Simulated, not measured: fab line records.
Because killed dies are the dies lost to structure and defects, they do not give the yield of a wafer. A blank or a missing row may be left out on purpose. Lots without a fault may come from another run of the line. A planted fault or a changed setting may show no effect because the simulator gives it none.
Tool commonality check || flow berkeley_cmos170 || Sampled: 15 lots, 45 wafers

WHY IT WAS OPENED
3 of 15 lots carry a flag on the reading WELLDRIVE_OXIDE_THK at UCB170_WELLDRIVE_THK_MEAS_02. Wafers without a fault read 200 nm, standard deviation 3.5.
Rule: a lot is flagged when every wafer of it that has a number lies more than 4 standard deviations from that mean, or none has a number. The rest of the lots are taken to be sound.

{"lot": "L320", "measured": "day 3 11:49", "on": "film_metro-04", "WELLDRIVE_OXIDE_THK (nm), wafer by wafer": "198 198 197", "flag": ""}
{"lot": "L321", "measured": "day 3 16:20", "on": "film_metro-02", "WELLDRIVE_OXIDE_THK (nm), wafer by wafer": "197 197 200", "flag": ""}
{"lot": "L322", "measured": "day 4 07:44", "on": "film_metro-04", "WELLDRIVE_OXIDE_THK (nm), wafer by wafer": "201 199 198", "flag": ""}
{"lot": "L324", "measured": "day 4 14:14", "on": "film_metro-04", "WELLDRIVE_OXIDE_THK (nm), wafer by wafer": "202 198 200", "flag": ""}
{"lot": "L323", "measured": "day 4 14:14", "on": "film_metro-03", "WELLDRIVE_OXIDE_THK (nm), wafer by wafer": "194 196 195", "flag": ""}
{"lot": "L325", "measured": "day 5 04:23", "on": "film_metro-02", "WELLDRIVE_OXIDE_THK (nm), wafer by wafer": "296 298 301", "flag": "FLAGGED"}
{"lot": "L328", "measured": "day 5 16:58", "on": "film_metro-03", "WELLDRIVE_OXIDE_THK (nm), wafer by wafer": "302 302 303", "flag": "FLAGGED"}
{"lot": "L333", "measured": "day 6 05:27", "on": "film_metro-03", "WELLDRIVE_OXIDE_THK (nm), wafer by wafer": "292 295 290", "flag": "FLAGGED"}
{"lot": "L334", "measured": "day 6 13:26", "on": "film_metro-02", "WELLDRIVE_OXIDE_THK (nm), wafer by wafer": "202 203 204", "flag": ""}
{"lot": "L335", "measured": "day 6 16:56", "on": "film_metro-04", "WELLDRIVE_OXIDE_THK (nm), wafer by wafer": "197 200 199", "flag": ""}
{"lot": "L336", "measured": "day 6 16:57", "on": "film_metro-02", "WELLDRIVE_OXIDE_THK (nm), wafer by wafer": "198 200 198", "flag": ""}
{"lot": "L338", "measured": "day 7 02:37", "on": "film_metro-03", "WELLDRIVE_OXIDE_THK (nm), wafer by wafer": "201 201 199", "flag": ""}
{"lot": "L343", "measured": "day 7 21:22", "on": "film_metro-03", "WELLDRIVE_OXIDE_THK (nm), wafer by wafer": "205 203 200", "flag": ""}
{"lot": "L341", "measured": "day 7 21:23", "on": "film_metro-04", "WELLDRIVE_OXIDE_THK (nm), wafer by wafer": "198 201 197", "flag": ""}
{"lot": "L342", "measured": "day 8 00:51", "on": "film_metro-02", "WELLDRIVE_OXIDE_THK (nm), wafer by wafer": "205 202 202", "flag": ""}
The numbers of the flagged lots are 298 nm on average: +98 nm against the usual, or +28 standard deviations.

WHICH TOOL RAN EACH LOT
The record holds 1 process step before the reading, out of a route of 331 steps. Every cell lists first the tool, next ch and the chambers used by the sampled wafers, and last the start.
{"lot": "L320", "flag": "", "UCB170_WELLDRIVE_OXIDATION_01": "furnace-03 ch 0, day 3 08:19"}
{"lot": "L321", "flag": "", "UCB170_WELLDRIVE_OXIDATION_01": "furnace-01 ch 0, day 3 12:49"}
{"lot": "L322", "flag": "", "UCB170_WELLDRIVE_OXIDATION_01": "furnace-01 ch 0, day 4 04:13"}
{"lot": "L324", "flag": "", "UCB170_WELLDRIVE_OXIDATION_01": "furnace-01 ch 0, day 4 10:43"}
{"lot": "L323", "flag": "", "UCB170_WELLDRIVE_OXIDATION_01": "furnace-01 ch 0, day 4 10:43"}
{"lot": "L325", "flag": "FLAGGED", "UCB170_WELLDRIVE_OXIDATION_01": "furnace-03 ch 0, day 4 20:08"}
{"lot": "L328", "flag": "FLAGGED", "UCB170_WELLDRIVE_OXIDATION_01": "furnace-03 ch 0, day 5 09:47"}
{"lot": "L333", "flag": "FLAGGED", "UCB170_WELLDRIVE_OXIDATION_01": "furnace-02 ch 0, day 5 21:05"}
{"lot": "L334", "flag": "", "UCB170_WELLDRIVE_OXIDATION_01": "furnace-03 ch 0, day 6 09:56"}
{"lot": "L335", "flag": "", "UCB170_WELLDRIVE_OXIDATION_01": "furnace-03 ch 0, day 6 13:26"}
{"lot": "L336", "flag": "", "UCB170_WELLDRIVE_OXIDATION_01": "furnace-03 ch 0, day 6 13:26"}
{"lot": "L338", "flag": "", "UCB170_WELLDRIVE_OXIDATION_01": "furnace-03 ch 0, day 6 23:07"}
{"lot": "L343", "flag": "", "UCB170_WELLDRIVE_OXIDATION_01": "furnace-01 ch 0, day 7 17:51"}
{"lot": "L341", "flag": "", "UCB170_WELLDRIVE_OXIDATION_01": "furnace-01 ch 0, day 7 17:51"}
{"lot": "L342", "flag": "", "UCB170_WELLDRIVE_OXIDATION_01": "furnace-01 ch 0, day 7 21:21"}
What these steps do:
- UCB170_WELLDRIVE_OXIDATION_01: target thk 199 nm, ox time 9000 s.
- UCB170_WELLDRIVE_THK_MEAS_02

FLAGGED OVER TOTAL, TOOL BY TOOL (the gauges that took the reading come last)
{"step": "UCB170_WELLDRIVE_OXIDATION_01", "tool": "furnace-01", "lots run": 7, "flagged": 0, "share of the flagged lots": "none", "sound lots run after its first flagged lot": "-"}
{"step": "UCB170_WELLDRIVE_OXIDATION_01", "tool": "furnace-02", "lots run": 1, "flagged": 1, "share of the flagged lots": "some", "sound lots run after its first flagged lot": 0}
{"step": "UCB170_WELLDRIVE_OXIDATION_01", "tool": "furnace-03", "lots run": 7, "flagged": 2, "share of the flagged lots": "some", "sound lots run after its first flagged lot": "4 (L334,L335,L336,L338)"}
{"step": "UCB170_WELLDRIVE_THK_MEAS_02", "tool": "film_metro-02", "lots run": 5, "flagged": 1, "share of the flagged lots": "some", "sound lots run after its first flagged lot": "3 (L334,L336,L342)"}
{"step": "UCB170_WELLDRIVE_THK_MEAS_02", "tool": "film_metro-03", "lots run": 5, "flagged": 2, "share of the flagged lots": "some", "sound lots run after its first flagged lot": "2 (L338,L343)"}
{"step": "UCB170_WELLDRIVE_THK_MEAS_02", "tool": "film_metro-04", "lots run": 5, "flagged": 0, "share of the flagged lots": "none", "sound lots run after its first flagged lot": "-"}

WHAT IS ALLOWED BY THE TABLE
No row of the table ran every flagged lot.

WHAT THE SIMULATOR HAD INSERTED
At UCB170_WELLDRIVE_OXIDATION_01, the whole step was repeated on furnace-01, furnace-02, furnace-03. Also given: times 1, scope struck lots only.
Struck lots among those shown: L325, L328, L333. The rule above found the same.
